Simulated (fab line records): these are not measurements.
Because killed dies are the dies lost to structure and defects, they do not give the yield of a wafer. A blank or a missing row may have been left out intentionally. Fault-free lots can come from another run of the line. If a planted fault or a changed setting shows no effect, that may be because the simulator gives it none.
fab line records || flow rit-cmos
record {"lots": 14, "wafers": 42, "last-day": 7}
route steps=202 shown M1@189
lots that met no fault: from a run of the same line without faults
start-h: start of the lot's first displayed wafer, in hours after the record's first day || wait-h: hours elapsed since this lot's preceding step || " same as the row above || L1.1+2: one row covering several wafers at once || - no value, or no start given || * or withheld: withheld || < > ~ a bound
route shown NAME@n: a module of which the file shows steps, and the number in the route of the first || usual: average and standard deviation across the fault-free wafers || same: alike in all rows || chamber/n: place in a boat || sites: per-site readings || _std_site: standard deviation across them || _edge_site: mean of outer sites minus mean of inner sites || radius-mm: how far each site lies from the wafer's centre || mask NAME#n: copy n || behind: the tool/chamber that last shaped the wafer || hold: reason for holding the lot/hours on hold/outcome of the hold || device: whichever transistor did not switch (one of n, p or np) || end of line: the route-end tests of the same wafers || a step without rows: its recipe alone || killed: dies that structure and defects cost at the first sort, which is not the same as the wafer's yield || map: the dies of a wafer, with x for killed, . for not killed, _ for no die there
set.NAME: the run value of the setting; set.NAME@STEP: its run value at that earlier step || model.NAME: the simulator's own value behind a step, which no gauge read
the route's steps for a sample of lots (tables are steps, rows are wafers)
## steps
# step RIT_M1_SOFTBAKE_05
# recipe {"resist": "NOVOLAK", "temp-c": 90, "time-s": 60}
# usual {"chill-plate-temp-C": "23.02/0.11", "heater-power-total-W": "34.57/0.051", "plate-temp-C": "90.04/0.12"}
# same {"time-s": 60}
{"lot.wafer": "L853.2", "tool": "litho-track-02", "chamber": 0, "start-h": 64.46, "wait-h": 0.1, "chill-plate-temp-C": 22.99, "heater-power-total-W": 34.61, "plate-temp-C": 90.06}
{"lot.wafer": "L853.3", "tool": "litho-track-02", "chamber": 0, "start-h": 64.46, "wait-h": 0.1, "chill-plate-temp-C": 22.98, "heater-power-total-W": 34.55, "plate-temp-C": 90.24}
{"lot.wafer": "L853.4", "tool": "litho-track-02", "chamber": 0, "start-h": 64.46, "wait-h": 0.1, "chill-plate-temp-C": 23.08, "heater-power-total-W": 34.59, "plate-temp-C": 89.99}
{"lot.wafer": "L854.4", "tool": "litho-track-02", "chamber": 0, "start-h": 70.42, "wait-h": 0.1, "chill-plate-temp-C": 23.24, "heater-power-total-W": 34.64, "plate-temp-C": 90.15}
{"lot.wafer": "L854.5", "tool": "litho-track-02", "chamber": 0, "start-h": 70.42, "wait-h": 0.1, "chill-plate-temp-C": 23.17, "heater-power-total-W": 34.67, "plate-temp-C": 90.01}
{"lot.wafer": "L854.6", "tool": "litho-track-02", "chamber": 0, "start-h": 70.42, "wait-h": 0.1, "chill-plate-temp-C": 23.17, "heater-power-total-W": 34.64, "plate-temp-C": 90.11}
{"lot.wafer": "L855.4", "tool": "litho-track-01", "chamber": 0, "start-h": 73.85, "wait-h": 0.1, "chill-plate-temp-C": 22.91, "heater-power-total-W": 34.51, "plate-temp-C": 90.01}
{"lot.wafer": "L855.5", "tool": "litho-track-01", "chamber": 0, "start-h": 73.85, "wait-h": 0.1, "chill-plate-temp-C": 23.01, "heater-power-total-W": 34.63, "plate-temp-C": 89.95}
{"lot.wafer": "L855.6", "tool": "litho-track-01", "chamber": 0, "start-h": 73.85, "wait-h": 0.1, "chill-plate-temp-C": 22.97, "heater-power-total-W": 34.60, "plate-temp-C": 89.99}
{"lot.wafer": "L856.2", "tool": "litho-track-02", "chamber": 0, "start-h": 80.91, "wait-h": 0.1, "chill-plate-temp-C": 22.91, "heater-power-total-W": 34.58, "plate-temp-C": 90.05}
{"lot.wafer": "L856.4", "tool": "litho-track-02", "chamber": 0, "start-h": 80.91, "wait-h": 0.1, "chill-plate-temp-C": 23.02, "heater-power-total-W": 34.58, "plate-temp-C": 90.07}
{"lot.wafer": "L856.5", "tool": "litho-track-02", "chamber": 0, "start-h": 80.91, "wait-h": 0.1, "chill-plate-temp-C": 22.99, "heater-power-total-W": 34.47, "plate-temp-C": 89.97}
{"lot.wafer": "L857.1", "tool": "litho-track-01", "chamber": 0, "start-h": 86.12, "wait-h": 0.1, "chill-plate-temp-C": 22.91, "heater-power-total-W": 34.57, "plate-temp-C": 90.28}
{"lot.wafer": "L857.3", "tool": "litho-track-01", "chamber": 0, "start-h": 86.12, "wait-h": 0.1, "chill-plate-temp-C": 22.99, "heater-power-total-W": 34.57, "plate-temp-C": 89.95}
{"lot.wafer": "L857.6", "tool": "litho-track-01", "chamber": 0, "start-h": 86.12, "wait-h": 0.1, "chill-plate-temp-C": 23.13, "heater-power-total-W": 34.58, "plate-temp-C": 90.10}
{"lot.wafer": "L858.1", "tool": "litho-track-04", "chamber": 0, "start-h": 91.60, "wait-h": 0.1, "chill-plate-temp-C": 22.79, "heater-power-total-W": 34.53, "plate-temp-C": 90.24}
{"lot.wafer": "L858.2", "tool": "litho-track-04", "chamber": 0, "start-h": 91.60, "wait-h": 0.1, "chill-plate-temp-C": 22.99, "heater-power-total-W": 34.49, "plate-temp-C": 90.00}
{"lot.wafer": "L858.4", "tool": "litho-track-04", "chamber": 0, "start-h": 91.60, "wait-h": 0.1, "chill-plate-temp-C": 22.92, "heater-power-total-W": 34.60, "plate-temp-C": 90.20}
{"lot.wafer": "L859.1", "tool": "litho-track-02", "chamber": 0, "start-h": 95.10, "wait-h": 0.1, "chill-plate-temp-C": 22.98, "heater-power-total-W": 34.49, "plate-temp-C": 89.98}
{"lot.wafer": "L859.4", "tool": "litho-track-02", "chamber": 0, "start-h": 95.10, "wait-h": 0.1, "chill-plate-temp-C": 22.88, "heater-power-total-W": 34.60, "plate-temp-C": 89.92}
{"lot.wafer": "L859.6", "tool": "litho-track-02", "chamber": 0, "start-h": 95.10, "wait-h": 0.1, "chill-plate-temp-C": 22.96, "heater-power-total-W": 34.52, "plate-temp-C": 90.07}
{"lot.wafer": "L861.1", "tool": "litho-track-01", "chamber": 0, "start-h": 107.35, "wait-h": 0.1, "chill-plate-temp-C": 22.98, "heater-power-total-W": 37.51, "plate-temp-C": 95.47}
{"lot.wafer": "L861.2", "tool": "litho-track-01", "chamber": 0, "start-h": 107.35, "wait-h": 0.1, "chill-plate-temp-C": 23.04, "heater-power-total-W": 37.38, "plate-temp-C": 95.60}
{"lot.wafer": "L861.4", "tool": "litho-track-01", "chamber": 0, "start-h": 107.35, "wait-h": 0.1, "chill-plate-temp-C": 23.19, "heater-power-total-W": 37.40, "plate-temp-C": 95.52}
{"lot.wafer": "L862.1", "tool": "litho-track-01", "chamber": 0, "start-h": 109.85, "wait-h": 0.1, "chill-plate-temp-C": 23.00, "heater-power-total-W": 37.49, "plate-temp-C": 95.45}
{"lot.wafer": "L862.5", "tool": "litho-track-01", "chamber": 0, "start-h": 109.85, "wait-h": 0.1, "chill-plate-temp-C": 22.92, "heater-power-total-W": 37.41, "plate-temp-C": 95.49}
{"lot.wafer": "L862.6", "tool": "litho-track-01", "chamber": 0, "start-h": 109.85, "wait-h": 0.1, "chill-plate-temp-C": 22.87, "heater-power-total-W": 37.48, "plate-temp-C": 95.61}
{"lot.wafer": "L865.2", "tool": "litho-track-04", "chamber": 0, "start-h": 124.57, "wait-h": 0.1, "chill-plate-temp-C": 22.88, "heater-power-total-W": 34.58, "plate-temp-C": 90.02}
{"lot.wafer": "L865.3", "tool": "litho-track-04", "chamber": 0, "start-h": 124.57, "wait-h": 0.1, "chill-plate-temp-C": 22.83, "heater-power-total-W": 34.61, "plate-temp-C": 89.89}
{"lot.wafer": "L865.6", "tool": "litho-track-04", "chamber": 0, "start-h": 124.57, "wait-h": 0.1, "chill-plate-temp-C": 23.02, "heater-power-total-W": 34.58, "plate-temp-C": 90.06}
{"lot.wafer": "L866.1", "tool": "litho-track-02", "chamber": 0, "start-h": 130.70, "wait-h": 0.1, "chill-plate-temp-C": 23.15, "heater-power-total-W": 34.58, "plate-temp-C": 89.85}
{"lot.wafer": "L866.3", "tool": "litho-track-02", "chamber": 0, "start-h": 130.70, "wait-h": 0.1, "chill-plate-temp-C": 23.01, "heater-power-total-W": 34.58, "plate-temp-C": 89.82}
{"lot.wafer": "L866.4", "tool": "litho-track-02", "chamber": 0, "start-h": 130.70, "wait-h": 0.1, "chill-plate-temp-C": 23.10, "heater-power-total-W": 34.52, "plate-temp-C": 90.02}
{"lot.wafer": "L867.2", "tool": "litho-track-02", "chamber": 0, "start-h": 136.04, "wait-h": 0.1, "chill-plate-temp-C": 23.07, "heater-power-total-W": 34.61, "plate-temp-C": 89.95}
{"lot.wafer": "L867.5", "tool": "litho-track-02", "chamber": 0, "start-h": 136.04, "wait-h": 0.1, "chill-plate-temp-C": 23.07, "heater-power-total-W": 34.63, "plate-temp-C": 90.01}
{"lot.wafer": "L867.6", "tool": "litho-track-02", "chamber": 0, "start-h": 136.04, "wait-h": 0.1, "chill-plate-temp-C": 22.86, "heater-power-total-W": 34.48, "plate-temp-C": 89.93}
{"lot.wafer": "L868.2", "tool": "litho-track-02", "chamber": 0, "start-h": 139.70, "wait-h": 0.1, "chill-plate-temp-C": 22.97, "heater-power-total-W": 34.57, "plate-temp-C": 89.89}
{"lot.wafer": "L868.3", "tool": "litho-track-02", "chamber": 0, "start-h": 139.70, "wait-h": 0.1, "chill-plate-temp-C": 23.11, "heater-power-total-W": 34.61, "plate-temp-C": 89.89}
{"lot.wafer": "L868.5", "tool": "litho-track-02", "chamber": 0, "start-h": 139.70, "wait-h": 0.1, "chill-plate-temp-C": 23.00, "heater-power-total-W": 34.59, "plate-temp-C": 89.89}
{"lot.wafer": "L873.3", "tool": "litho-track-02", "chamber": 0, "start-h": 164.54, "wait-h": 0.1, "chill-plate-temp-C": 23.27, "heater-power-total-W": 34.56, "plate-temp-C": 90.09}
{"lot.wafer": "L873.4", "tool": "litho-track-02", "chamber": 0, "start-h": 164.54, "wait-h": 0.1, "chill-plate-temp-C": 23.16, "heater-power-total-W": 34.57, "plate-temp-C": 89.80}
{"lot.wafer": "L873.5", "tool": "litho-track-02", "chamber": 0, "start-h": 164.54, "wait-h": 0.1, "chill-plate-temp-C": 23.11, "heater-power-total-W": 34.59, "plate-temp-C": 89.99}
# step RIT_M1_PROBE_99
# usual {"defect-limited-yield": "97.2/1.1", "killed_at_M0_to_M3": "0.0/0.14", "killed-at-contacts": "0.1/0.23", "killed-at-front-end": "7.3/2.9", "killed-dies": "7.3/3", "killed-open": "3.6/1.8", "killed-short": "3.7/2.1", "sort_bin_3_pad_short": "0.1/0.27", "sort_bin_5_function": "1.6/0.79", "sort_bin_6_memory": "1.0/0.64", "sort-n-pass": "256.7/3", "sort-yield-pct": "97.2/1.1"}
# same {"gross-dies": 264, "killed_at_M4_up": 0, "killed-at-back-side": 0, "killed-at-other": 0}
{"lot.wafer": "L853.2", "tool": "prober-02", "chamber": "-", "start-h": 67.73, "wait-h": 0.1, "defect-limited-yield[%]": 98.1, "killed_at_M0_to_M3": 0, "killed-at-contacts": 0, "killed-at-front-end": 5, "killed-dies": 5, "killed-open": 2, "killed-short": 3, "sort_bin_3_pad_short[%]": 0, "sort_bin_5_function[%]": 0.8, "sort_bin_6_memory[%]": 1.1, "sort-n-pass": 259.0, "sort-yield-pct[%]": 98.1}
{"lot.wafer": "L853.3", "tool": "prober-02", "chamber": "-", "start-h": 67.78, "wait-h": 0.2, "defect-limited-yield[%]": 95.8, "killed_at_M0_to_M3": 0, "killed-at-contacts": 1, "killed-at-front-end": 10, "killed-dies": 11, "killed-open": 3, "killed-short": 8, "sort_bin_3_pad_short[%]": 1.1, "sort_bin_5_function[%]": 1.9, "sort_bin_6_memory[%]": 1.1, "sort-n-pass": 253.0, "sort-yield-pct[%]": 95.8}
{"lot.wafer": "L853.4", "tool": "prober-02", "chamber": "-", "start-h": 67.83, "wait-h": 0.2, "defect-limited-yield[%]": 97.0, "killed_at_M0_to_M3": 0, "killed-at-contacts": 0, "killed-at-front-end": 8, "killed-dies": 8, "killed-open": 5, "killed-short": 3, "sort_bin_3_pad_short[%]": 0, "sort_bin_5_function[%]": 0.8, "sort_bin_6_memory[%]": 2.3, "sort-n-pass": 256.0, "sort-yield-pct[%]": 97.0}
{"lot.wafer": "L865.2", "tool": "prober-02", "chamber": "-", "start-h": 128.17, "wait-h": 0.1, "defect-limited-yield[%]": 96.6, "killed_at_M0_to_M3": 0, "killed-at-contacts": 0, "killed-at-front-end": 9, "killed-dies": 9, "killed-open": 5, "killed-short": 4, "sort_bin_3_pad_short[%]": 0, "sort_bin_5_function[%]": 2.7, "sort_bin_6_memory[%]": 0.8, "sort-n-pass": 255.0, "sort-yield-pct[%]": 96.6}
{"lot.wafer": "L865.3", "tool": "prober-02", "chamber": "-", "start-h": 128.22, "wait-h": 0.2, "defect-limited-yield[%]": 97.7, "killed_at_M0_to_M3": 0, "killed-at-contacts": 0, "killed-at-front-end": 6, "killed-dies": 6, "killed-open": 3, "killed-short": 3, "sort_bin_3_pad_short[%]": 0, "sort_bin_5_function[%]": 0.8, "sort_bin_6_memory[%]": 1.5, "sort-n-pass": 258.0, "sort-yield-pct[%]": 97.7}
{"lot.wafer": "L865.6", "tool": "prober-02", "chamber": "-", "start-h": 128.37, "wait-h": 0.2, "defect-limited-yield[%]": 95.1, "killed_at_M0_to_M3": 0, "killed-at-contacts": 0, "killed-at-front-end": 13, "killed-dies": 13, "killed-open": 6, "killed-short": 7, "sort_bin_3_pad_short[%]": 0.4, "sort_bin_5_function[%]": 3.0, "sort_bin_6_memory[%]": 1.5, "sort-n-pass": 251.0, "sort-yield-pct[%]": 95.1}
{"lot.wafer": "L866.1", "tool": "prober-01", "chamber": "-", "start-h": 134.08, "wait-h": 0.1, "defect-limited-yield[%]": 97.3, "killed_at_M0_to_M3": 0, "killed-at-contacts": 0, "killed-at-front-end": 7, "killed-dies": 7, "killed-open": 3, "killed-short": 4, "sort_bin_3_pad_short[%]": 0, "sort_bin_5_function[%]": 1.9, "sort_bin_6_memory[%]": 0.8, "sort-n-pass": 257.0, "sort-yield-pct[%]": 97.3}
{"lot.wafer": "L866.3", "tool": "prober-01", "chamber": "-", "start-h": 134.18, "wait-h": 0.2, "defect-limited-yield[%]": 96.6, "killed_at_M0_to_M3": 0, "killed-at-contacts": 0, "killed-at-front-end": 9, "killed-dies": 9, "killed-open": 5, "killed-short": 4, "sort_bin_3_pad_short[%]": 0, "sort_bin_5_function[%]": 1.9, "sort_bin_6_memory[%]": 1.5, "sort-n-pass": 255.0, "sort-yield-pct[%]": 96.6}
{"lot.wafer": "L866.4", "tool": "prober-01", "chamber": "-", "start-h": 134.23, "wait-h": 0.2, "defect-limited-yield[%]": 98.1, "killed_at_M0_to_M3": 0, "killed-at-contacts": 0, "killed-at-front-end": 5, "killed-dies": 5, "killed-open": 2, "killed-short": 3, "sort_bin_3_pad_short[%]": 0, "sort_bin_5_function[%]": 1.5, "sort_bin_6_memory[%]": 0.4, "sort-n-pass": 259.0, "sort-yield-pct[%]": 98.1}
{"lot.wafer": "L867.2", "tool": "prober-02", "chamber": "-", "start-h": 139.43, "wait-h": 0.1, "defect-limited-yield[%]": 97.3, "killed_at_M0_to_M3": 0, "killed-at-contacts": 0, "killed-at-front-end": 7, "killed-dies": 7, "killed-open": 2, "killed-short": 5, "sort_bin_3_pad_short[%]": 0.4, "sort_bin_5_function[%]": 1.9, "sort_bin_6_memory[%]": 0.4, "sort-n-pass": 257.0, "sort-yield-pct[%]": 97.3}
{"lot.wafer": "L867.5", "tool": "prober-02", "chamber": "-", "start-h": 139.58, "wait-h": 0.2, "defect-limited-yield[%]": 98.1, "killed_at_M0_to_M3": 0, "killed-at-contacts": 0, "killed-at-front-end": 5, "killed-dies": 5, "killed-open": 1, "killed-short": 4, "sort_bin_3_pad_short[%]": 0, "sort_bin_5_function[%]": 1.5, "sort_bin_6_memory[%]": 0.4, "sort-n-pass": 259.0, "sort-yield-pct[%]": 98.1}
{"lot.wafer": "L867.6", "tool": "prober-02", "chamber": "-", "start-h": 139.63, "wait-h": 0.2, "defect-limited-yield[%]": 97.3, "killed_at_M0_to_M3": 0, "killed-at-contacts": 0, "killed-at-front-end": 7, "killed-dies": 7, "killed-open": 3, "killed-short": 4, "sort_bin_3_pad_short[%]": 0, "sort_bin_5_function[%]": 1.5, "sort_bin_6_memory[%]": 1.1, "sort-n-pass": 257.0, "sort-yield-pct[%]": 97.3}
{"lot.wafer": "L868.2", "tool": "prober-01", "chamber": "-", "start-h": 143.48, "wait-h": 0.1, "defect-limited-yield[%]": 97.0, "killed_at_M0_to_M3": 0, "killed-at-contacts": 1, "killed-at-front-end": 7, "killed-dies": 8, "killed-open": 3, "killed-short": 5, "sort_bin_3_pad_short[%]": 0.4, "sort_bin_5_function[%]": 2.3, "sort_bin_6_memory[%]": 0.4, "sort-n-pass": 256.0, "sort-yield-pct[%]": 97.0}
{"lot.wafer": "L868.3", "tool": "prober-01", "chamber": "-", "start-h": 143.53, "wait-h": 0.2, "defect-limited-yield[%]": 98.5, "killed_at_M0_to_M3": 0, "killed-at-contacts": 0, "killed-at-front-end": 4, "killed-dies": 4, "killed-open": 1, "killed-short": 3, "sort_bin_3_pad_short[%]": 0, "sort_bin_5_function[%]": 1.1, "sort_bin_6_memory[%]": 0.4, "sort-n-pass": 260.0, "sort-yield-pct[%]": 98.5}
{"lot.wafer": "L868.5", "tool": "prober-01", "chamber": "-", "start-h": 143.63, "wait-h": 0.2, "defect-limited-yield[%]": 98.1, "killed_at_M0_to_M3": 0, "killed-at-contacts": 0, "killed-at-front-end": 5, "killed-dies": 5, "killed-open": 1, "killed-short": 4, "sort_bin_3_pad_short[%]": 0, "sort_bin_5_function[%]": 0.8, "sort_bin_6_memory[%]": 1.1, "sort-n-pass": 259.0, "sort-yield-pct[%]": 98.1}
{"lot.wafer": "L873.3", "tool": "prober-02", "chamber": "-", "start-h": 168.73, "wait-h": 0.2, "defect-limited-yield[%]": 96.6, "killed_at_M0_to_M3": 0, "killed-at-contacts": 0, "killed-at-front-end": 9, "killed-dies": 9, "killed-open": 4, "killed-short": 5, "sort_bin_3_pad_short[%]": 0, "sort_bin_5_function[%]": 1.9, "sort_bin_6_memory[%]": 1.5, "sort-n-pass": 255.0, "sort-yield-pct[%]": 96.6}
{"lot.wafer": "L873.4", "tool": "prober-02", "chamber": "-", "start-h": 168.78, "wait-h": 0.2, "defect-limited-yield[%]": 97.0, "killed_at_M0_to_M3": 0, "killed-at-contacts": 0, "killed-at-front-end": 8, "killed-dies": 8, "killed-open": 5, "killed-short": 3, "sort_bin_3_pad_short[%]": 0, "sort_bin_5_function[%]": 2.3, "sort_bin_6_memory[%]": 0.8, "sort-n-pass": 256.0, "sort-yield-pct[%]": 97.0}
{"lot.wafer": "L873.5", "tool": "prober-02", "chamber": "-", "start-h": 168.83, "wait-h": 0.2, "defect-limited-yield[%]": 96.6, "killed_at_M0_to_M3": 0, "killed-at-contacts": 1, "killed-at-front-end": 8, "killed-dies": 9, "killed-open": 4, "killed-short": 4, "sort_bin_3_pad_short[%]": 0, "sort_bin_5_function[%]": 1.9, "sort_bin_6_memory[%]": 1.5, "sort-n-pass": 255.0, "sort-yield-pct[%]": 96.6}
# killed by level:class
L853.2 GATE:geometric-particle:short=2 FOX1:geometric-particle:short=1 FOX2:geometric-particle:open=1 GATE:geometric-particle:open=1
L853.3 GATE:geometric-particle:short=5 FOX1:geometric-particle:open=1 FOX2:geometric-particle:open=1 FOX2:geometric-particle:short=1 GATE:geometric-particle:open=1 SILICIDE:geometric-particle:short=1 CONTACT:geometric-particle:short=1
L853.4 GATE:geometric-particle:open=4 GATE:geometric-particle:short=3 SPACER:geometric-particle:open=1
L865.2 FOX1:geometric-particle:open=2 FOX2:geometric-particle:short=2 GATE:geometric-particle:short=2 FOX2:geometric-particle:open=1 REOX:geometric-particle:open=1 SPACER:geometric-particle:open=1
L865.3 GATE:geometric-particle:short=2 GATE:geometric-particle:open=2 FOX2:geometric-particle:short=1 SPACER:geometric-particle:open=1
L865.6 GATE:geometric-particle:open=4 FOX2:geometric-particle:open=2 FOX2:geometric-particle:short=2 GATE:geometric-particle:short=2 FOX1:geometric-particle:short=1 REOX:geometric-particle:short=1 SPACER:geometric-particle:short=1
L866.1 FOX1:geometric-particle:open=2 GATE:geometric-particle:short=2 FOX1:geometric-particle:short=1 FOX2:geometric-particle:short=1 REOX:geometric-particle:open=1
L866.3 GATE:geometric-particle:short=4 GATE:geometric-particle:open=2 REOX:geometric-particle:open=1 SPACER:geometric-particle:open=1 SILICIDE:geometric-particle:open=1
L866.4 GATE:geometric-particle:open=2 FOX1:geometric-particle:short=1 GATE:geometric-particle:short=1 REOX:geometric-particle:short=1
L867.2 GATE:geometric-particle:short=3 SILICIDE:geometric-particle:short=2 FOX1:geometric-particle:open=1 GATE:geometric-particle:open=1
L867.5 SILICIDE:geometric-particle:short=2 FOX1:geometric-particle:short=1 FOX2:geometric-particle:short=1 GATE:geometric-particle:open=1
L867.6 FOX1:geometric-particle:open=1 FOX1:geometric-particle:short=1 GATE:geometric-particle:short=1 GATE:geometric-particle:open=1 REOX:geometric-particle:open=1 SPACER:geometric-particle:short=1 SILICIDE:geometric-particle:short=1
L868.2 REOX:geometric-particle:short=2 FOX1:geometric-particle:open=1 GATE:geometric-particle:short=1 REOX:geometric-particle:open=1 SPACER:geometric-particle:short=1 SPACER:geometric-particle:open=1 CONTACT:geometric-particle:short=1
L868.3 FOX1:geometric-particle:short=2 FOX1:geometric-particle:open=1 REOX:geometric-particle:short=1
L868.5 GATE:geometric-particle:short=3 GATE:geometric-particle:open=1 REOX:geometric-particle:short=1
L873.3 GATE:geometric-particle:open=3 REOX:geometric-particle:short=2 FOX1:geometric-particle:short=1 FOX2:geometric-particle:short=1 GATE:geometric-particle:short=1 SPACER:geometric-particle:open=1
L873.4 GATE:geometric-particle:open=3 SPACER:geometric-particle:short=2 SPACER:geometric-particle:open=2 GATE:geometric-particle:short=1
L873.5 GATE:geometric-particle:short=2 FOX2:geometric-particle:short=1 FOX2:geometric-particle:open=1 GATE:geometric-particle:open=1 SPACER:geometric-particle:open=1 SILICIDE:geometric-particle:short=1 SILICIDE:geometric-particle:open=1 CONTACT:coat-microbubble-printed=1
## key
first-sign {"step": "RIT_M1_SOFTBAKE_05", "reading": "heater-power-total-W", "direction": "up", "sigmas": 57, "usual": 34.57, "struck": 37.45}
effect {"step": "RIT_M1_SOFTBAKE_05", "reading": "plate-temp-C", "direction": "up", "sigmas": 44, "usual": "*", "struck": "*"}
met-at RIT_M1_SOFTBAKE_05
struck-lots L861,L862
loop-trim {"step": "RIT_M1_EXPOSE_06", "setting": "dose", "lots": "L862"}
onset-between 86.12 107.35
fault {"kind": "process-parameter-drift", "tool": "litho-track-01", "chamber": "-", "onset-h": 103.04, "steps": "RIT_M1_SOFTBAKE_05", "channel": "temp-c", "offset": "*", "shape": "step", "end-h": 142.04, "acts-in": "*", "stated": "*"}
# loop-trim: a control loop set the setting to another value than it would have without faults
